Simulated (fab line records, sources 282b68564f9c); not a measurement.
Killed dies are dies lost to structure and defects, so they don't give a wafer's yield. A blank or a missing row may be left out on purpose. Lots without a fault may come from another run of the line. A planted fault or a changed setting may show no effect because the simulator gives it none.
Problem report in the 8D (eight disciplines) form, filled by code | flow rit_cmos | the parts of the form that need people (team, actions taken, sign-off) are left out

1. THE PROBLEM
CONTACT_TEOS_THK at RIT_CONTACT_THK_MEAS_01 reads a mean of 554 nm on 2 wafers of 2 lots; wafers without a fault read 391 nm with a standard deviation of 4.7. That is +35 standard deviations from the usual mean.
First seen on wafer L468.3, day 6 13:34, on film_metro-02. The record holds 42 wafers of 14 lots with a number at this step. Rule for "out", or "out of limits": more than 4 standard deviations from the usual mean. The other wafers with a number count as sound.

2. WHAT IT IS AND WHAT IT IS NOT
question                    | is               | is not
which readings at this step | CONTACT_TEOS_THK | -
which lots                  | L468, L471       | L455, L456, L459, L460, L461, L462, L467, L469, L473, L474, L476, L478
which wafers of those lots  | L468.3, L471.6   | L468.1, L468.2, L471.2, L471.4
read on which gauges        | film_metro-02    | film_metro-01, film_metro-04
when                        | from day 6 13:34 | up to then (23 sound wafers); but 17 sound wafers of L469, L471, L473, L474, L476, L478 came after

3. SUSPECTS, AND WHAT RULES EACH OUT
Counting: a tool at a process step up to the reading stays a suspect if it ran every lot that is out. Sound lots after the first of them don't rule it out here, since some wafers of a struck lot are sound.
- the gauge at RIT_CONTACT_THK_MEAS_01: ruled out. All the wafers that are out were read on film_metro-02, but those of them that RIT_M1_PROBE_99 has rows for are out there too, on other tools.
- pecvd-03 at RIT_CONTACT_CVD_00 (deposits SiO2 from TEOS, target thk 400 nm, time 59.75 s): kept. It ran every lot that is out, first L468 (day 6 13:31); its last sound lot up to then is L462 (day 4 16:19).
- Within pecvd-03 at RIT_CONTACT_CVD_00: the wafers that are out ran in chamber 0; their sound lot-mates ran in chambers 1, 2.
Left after counting: pecvd-03 at RIT_CONTACT_CVD_00.

4. THE CAUSE (what the simulator had put in)
Process parameter drift: pecvd-03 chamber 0, from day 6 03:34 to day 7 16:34, at RIT_CONTACT_CVD_00. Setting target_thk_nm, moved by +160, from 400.
Counting left only this tool.

5. THE CHAIN OF EFFECTS, in route order
Each row: a reading whose mean over the struck wafers that have a number lies more than 3 standard deviations from the usual. Only readings for which the record gives a usual standard deviation are gone through. hours: the time from each lot's start at the first step in this table that gives one to its start at this step, as a median over the lots. sigmas: the change in usual standard deviations.
hours | step                    | reading            | usual  | on struck wafers | change | sigmas
0     | RIT_CONTACT_THK_MEAS_01 | CONTACT_TEOS_THK   | 391 nm | 554              | +162   | +35
7     | RIT_M1_PROBE_99         | killed_at_contacts | 0.1    | 255.5            | +255.4 | +99 or more
7     | RIT_M1_PROBE_99         | killed_dies        | 7      | 264              | +257   | +80
7     | RIT_M1_PROBE_99         | killed_on_rim      | 2.1    | 70.0             | +67.9  | +45
The process steps in it:
- RIT_M1_PROBE_99

6. WHAT WOULD HAVE CAUGHT IT SOONER
In this record the first reading out of limits at a measuring or inspecting step was taken at day 6 13:34, 10 hours after the fault began at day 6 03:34.
Of the tool readings at RIT_CONTACT_CVD_00 for which the record gives a usual standard deviation, none was out on any struck wafer, so an alarm limit of 4 standard deviations on them would not have fired.
Of the lots that are out (2), L471 began RIT_CONTACT_CVD_00 on pecvd-03 after day 6 13:34. A hold on the tool at that time would have spared it.
